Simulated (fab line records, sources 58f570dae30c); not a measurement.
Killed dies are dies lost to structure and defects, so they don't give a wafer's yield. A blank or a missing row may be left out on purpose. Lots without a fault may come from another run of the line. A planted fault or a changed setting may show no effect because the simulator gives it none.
Problem report in the 8D (eight disciplines) form, filled by code | flow berkeley_cmos170 | the parts of the form that need people (team, actions taken, sign-off) are left out

1. THE PROBLEM
rotation_deg at UCB170_PLDD_IMPLANT_09 reads a mean of 360.00 degrees on 6 wafers of 2 lots; wafers without a fault read 180.00 degrees with a standard deviation of 0.035. That is +99 or more standard deviations from the usual mean.
First seen on wafer L317.1, day 10 11:38, on implanter-04. The record holds 18 wafers of 6 lots with a number at this step. Rule for "out", or "out of limits": more than 4 standard deviations from the usual mean. The other wafers with a number count as sound.

2. WHAT IT IS AND WHAT IT IS NOT
question                    | is                     | is not
which readings at this step | rotation_deg           | beam_on_s
which lots                  | L317, L322             | L306, L308, L325, L327
which wafers of those lots  | all that have a number | -
read on which tools         | implanter-04           | implanter-01, implanter-02
when                        | from day 10 11:38      | up to then (6 sound wafers); but 6 sound wafers of L325, L327 came after

3. SUSPECTS, AND WHAT RULES EACH OUT
Counting: a tool at a process step up to the reading stays a suspect if it ran every lot that is out and no sound lot after the first of them.
- implanter-04 at UCB170_PLDD_IMPLANT_09: kept. It ran every lot that is out, first L317 (day 10 11:38), and no sound lot after that; its last sound lot up to then is L308 (day 8 05:42). Its own readings are out on those wafers: rotation_deg.
Left after counting: implanter-04 at UCB170_PLDD_IMPLANT_09.

4. THE CAUSE (what the simulator had put in)
Process parameter drift: implanter-04, from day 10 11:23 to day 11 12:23, at UCB170_PLDD_IMPLANT_09. Setting rotation_deg, moved by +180, from 180. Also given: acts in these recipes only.
Counting left only this tool.

5. THE CHAIN OF EFFECTS, in route order
Each row: a reading whose mean over the struck wafers that have a number lies more than 3 standard deviations from the usual. Only readings for which the record gives a usual standard deviation are gone through. hours: the time from each lot's start at the first step in this table that gives one to its start at this step, as a median over the lots. sigmas: the change in usual standard deviations.
hours | step                   | reading      | usual          | on struck wafers | change  | sigmas
0     | UCB170_PLDD_IMPLANT_09 | rotation_deg | 180.00 degrees | 360.00           | +180.00 | +99 or more
The process steps in it:
- UCB170_PLDD_IMPLANT_09

6. WHAT WOULD HAVE CAUGHT IT SOONER
In this record the first reading out of limits was taken at day 10 11:38, 0 hours after the fault began at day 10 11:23.
